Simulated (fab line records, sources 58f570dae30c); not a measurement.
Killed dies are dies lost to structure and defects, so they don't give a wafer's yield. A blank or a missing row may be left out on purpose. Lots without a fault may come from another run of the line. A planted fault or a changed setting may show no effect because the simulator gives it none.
A struck lot beside a sound one | flow berkeley_cmos170 | 20 steps out of a route of 331
Sound: wafers L382.1, L382.2, L382.3. Struck: wafers L387.1, L387.2, L387.3. The cause comes at the end.
At each step with rows: each side's tool, then ch and its chambers, then its first start. Under that, the readings that differ: sound wafers | struck wafers | difference of the means | sigmas: that difference in standard deviations of wafers without a fault.
alike: readings whose means differ by less than 2 such deviations, and words and numbers that are the same on both sides. not compared: withheld readings, readings that some wafer has no value for, bounds like >300 that may hide the same value, and numbers for which the record gives no deviation and whose values overlap.
The two part at a step that has a row with sigmas, a row that says differs or no value, or rows on one side only. Numbers that don't overlap but have no deviation are shown without sigmas and don't part them. A reading that every wafer of one side lacks parts them only if that side has two wafers or more.

UCB170_GATE_CD_MEAS_12: target cd 350 nm.
  sound on cd_sem-02, day 10 03:59; struck on cd_sem-02, day 11 05:29
  alike: cd_nm
UCB170_GATE_OVL_MEAS_13:
  sound on overlay-02, day 10 04:06; struck on overlay-01, day 11 05:36
  alike: GATE_OVL
UCB170_GATE_ETCH_14: etches BARC in N2/H2.
  sound on rie_diel-02 ch 0,1,3, day 10 04:08; struck on rie_diel-02 ch 0,1,2, day 11 05:38
  alike: drypump_motor_current_A, h2_flow_sccm, oes_product_au, throttle_valve_pct
UCB170_GATE_ETCH_15: etches poly-Si in HBr/Cl2, stops on SiO2, time 56.3 s, target depth 278.2 nm.
  sound on rie_si-02 ch 0,1,2, day 10 04:11; struck on rie_si-02 ch 0,2,3, day 11 05:41
  alike: drypump_motor_current_A, oes_product_au, throttle_valve_pct
  not compared: rf_hours_counter_h
UCB170_GATE_STRIP_16: strips in O2.
  sound on plasma_asher-01 ch 0,1, day 10 04:14; struck on plasma_asher-03 ch 0,1, day 11 05:44
  alike: drypump_motor_current_A, oes_product_au
  not compared: rf_hours_counter_h
UCB170_GATE_CD_MEAS_90: target cd 350 nm.
  sound on cd_sem-01, day 10 04:20; struck on cd_sem-01, day 11 05:50
  alike: cd_nm
then, 6 steps without rows for these wafers: UCB170_GATE_CLEAN_17 (cleans in SPM, time 600 s); UCB170_PLDD_HMDS_00 (prime time 60 s); UCB170_PLDD_COAT_01 (resist thk 900 nm); UCB170_PLDD_SOFTBAKE_02 (time 60 s); UCB170_PLDD_EXPOSE_03 (exposes mask PSELECT, target cd 1200 nm); UCB170_PLDD_PEB_04.
UCB170_PLDD_DEVELOP_05: develop time 45 s.
  sound on litho_track-02 ch 0, day 10 06:00; struck on litho_track-02 ch 0, day 11 07:00
UCB170_PLDD_OVL_MEAS_07:
  sound on overlay-02, day 10 06:36; struck on overlay-02, day 11 07:35
  alike: PLDD_OVL
then, 2 steps without rows for these wafers: UCB170_PLDD_IMPLANT_08; UCB170_PLDD_IMPLANT_09.
UCB170_PLDD_STRIP_10: strips in O2.
  sound on plasma_asher-01 ch 0,1, day 10 06:56; struck on plasma_asher-02 ch 0,1, day 11 07:57
  alike: drypump_motor_current_A, oes_product_au, strip_time_to_endpoint_s
  not compared: rf_hours_counter_h
UCB170_PLDD_TW_MEAS_11:
  sound on film_metro-01, day 10 07:02; struck on film_metro-03, day 11 08:03
  reading | sound          | struck   | difference | sigmas
  PLDD_TW | 1014 1013 1011 | 30 30 30 | -983       | -99 or more
then, 1 step without rows for these wafers: UCB170_PLDD_CLEAN_12 (cleans in SPM, time 600 s).
UCB170_M3_PROBE_99:
  the record has rows for the struck wafers here (prober-02, day 12 19:04) and none for the sound ones

WHERE THEY PART
First at UCB170_PLDD_TW_MEAS_11; last, within this record, at UCB170_M3_PROBE_99.

WHY: what the simulator had put in
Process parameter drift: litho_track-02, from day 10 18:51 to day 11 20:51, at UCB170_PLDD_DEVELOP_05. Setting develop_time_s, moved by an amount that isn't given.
